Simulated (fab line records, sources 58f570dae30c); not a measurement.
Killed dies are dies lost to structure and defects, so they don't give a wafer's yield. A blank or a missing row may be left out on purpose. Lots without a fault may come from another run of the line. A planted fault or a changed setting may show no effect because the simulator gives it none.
One fault seen from 2 desks | flow berkeley_cmos170 | each desk has only its own numbers; what lay behind them comes last

THE TOOL OWNER'S DESK: furnace-03
The tool's own readings at UCB170_M1_ANNEAL_14 (time 1200 s): means of the sampled wafers that have a number, for each lot that ran on this tool. A lot is out of limits, marked OUT, if its mean lies more than 4 standard deviations from the usual mean; the brackets give that distance. Of its 8 readings 7 are shown: the one that was out of limits first, and those that lie furthest out on some lot.
Columns: A = spike_tc_centre_C at UCB170_M1_ANNEAL_14, usual 404.4 C; B = spike_tc_load_C at UCB170_M1_ANNEAL_14, usual 417.7 C; C = spike_tc_source_C at UCB170_M1_ANNEAL_14, usual 414.2 C; D = tube_center_temp_C at UCB170_M1_ANNEAL_14, usual 400 C; E = tube_center_temp_C_max at UCB170_M1_ANNEAL_14, usual 401.04; F = zone_power_load_pct at UCB170_M1_ANNEAL_14, usual 5.82 %; G = zone_power_source_pct at UCB170_M1_ANNEAL_14, usual 5.75 %
lot  | first seen here | A               | B               | C               | D                     | E                        | F              | G
L972 | day 8 01:53     | 404.6           | 417.8           | 414.3           | 400                   | 401.01                   | 5.82           | 5.72
L973 | day 8 17:10     | 404.6           | 417.1           | 413.9           | 400                   | 401.00                   | 5.82           | 5.77
L974 | day 8 17:10     | 404.6           | 417.2           | 413.9           | 400                   | 400.98                   | 5.82           | 5.71
L975 | day 9 03:43     | 404.1           | 417.8           | 414.0           | 400                   | 401.09                   | 5.85           | 5.70
L976 | day 9 05:23     | 403.5           | 417.8           | 414.2           | 400                   | 401.06                   | 5.84           | 5.75
L977 | day 9 12:38     | 403.6           | 417.7           | 414.7           | 400                   | 400.94                   | 5.82           | 5.70
L978 | day 9 21:45     | 364.7 (-40) OUT | 377.9 (-40) OUT | 372.8 (-48) OUT | 360 (-99 or more) OUT | 360.99 (-99 or more) OUT | 5.07 (-13) OUT | 4.97 (-14) OUT
L981 | day 9 23:58     | 363.9 (-40) OUT | 378.2 (-40) OUT | 373.8 (-47) OUT | 360 (-99 or more) OUT | 360.95 (-99 or more) OUT | 5.09 (-13) OUT | 4.92 (-15) OUT
L979 | day 10 01:18    | 364.5 (-40) OUT | 377.4 (-40) OUT | 373.8 (-47) OUT | 360 (-99 or more) OUT | 361.06 (-99 or more) OUT | 5.03 (-14) OUT | 4.98 (-14) OUT
L980 | day 10 02:38    | 364.8 (-40) OUT | 377.9 (-40) OUT | 373.3 (-48) OUT | 360 (-99 or more) OUT | 361.01 (-99 or more) OUT | 5.02 (-14) OUT | 4.99 (-14) OUT
This desk's finding: out of limits on L978, L979, L980, L981; first on L978, day 9 21:45 (spike_tc_centre_C at UCB170_M1_ANNEAL_14). In limits: L972, L973, L974, L975, L976, L977.

THE METROLOGY DESK
What the gauges read, lot by lot, whatever tool the lot ran on: means of the sampled wafers that have a number. A lot is out of limits, marked OUT, if its mean lies more than 4 standard deviations from the usual mean; the brackets give that distance.
Columns: A = V1_OVL at UCB170_V1_OVL_MEAS_13, usual 1 nm
lot  | first seen here | A
L972 | day 8 07:06     | -1
L973 | day 8 20:43     | 4
L974 | day 8 21:16     | 1
L975 | day 9 07:17     | 6
L976 | day 9 08:47     | -1
L977 | day 9 15:58     | -6
L978 | day 10 01:18    | -1
L981 | day 10 04:10    | 3
L979 | day 10 07:52    | 4
L980 | day 10 07:54    | 1
This desk's finding: nothing out of limits on any of the 10 lots.

PUT TOGETHER
The tool owner's desk could have raised an alarm at day 9 21:45, on L978, L979, L980, L981.
The metrology desk saw nothing out of limits.
The metrology desk has L978, L979, L980, L981 on record, within its limits.
Of the lots named, all ran UCB170_M1_ANNEAL_14 on furnace-03.

WHAT THE SIMULATOR HAD PUT IN
Process parameter drift: furnace-03, from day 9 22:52 on, at UCB170_M1_ANNEAL_14. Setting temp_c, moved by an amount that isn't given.
Lots struck among those shown: L978, L979, L980, L981.
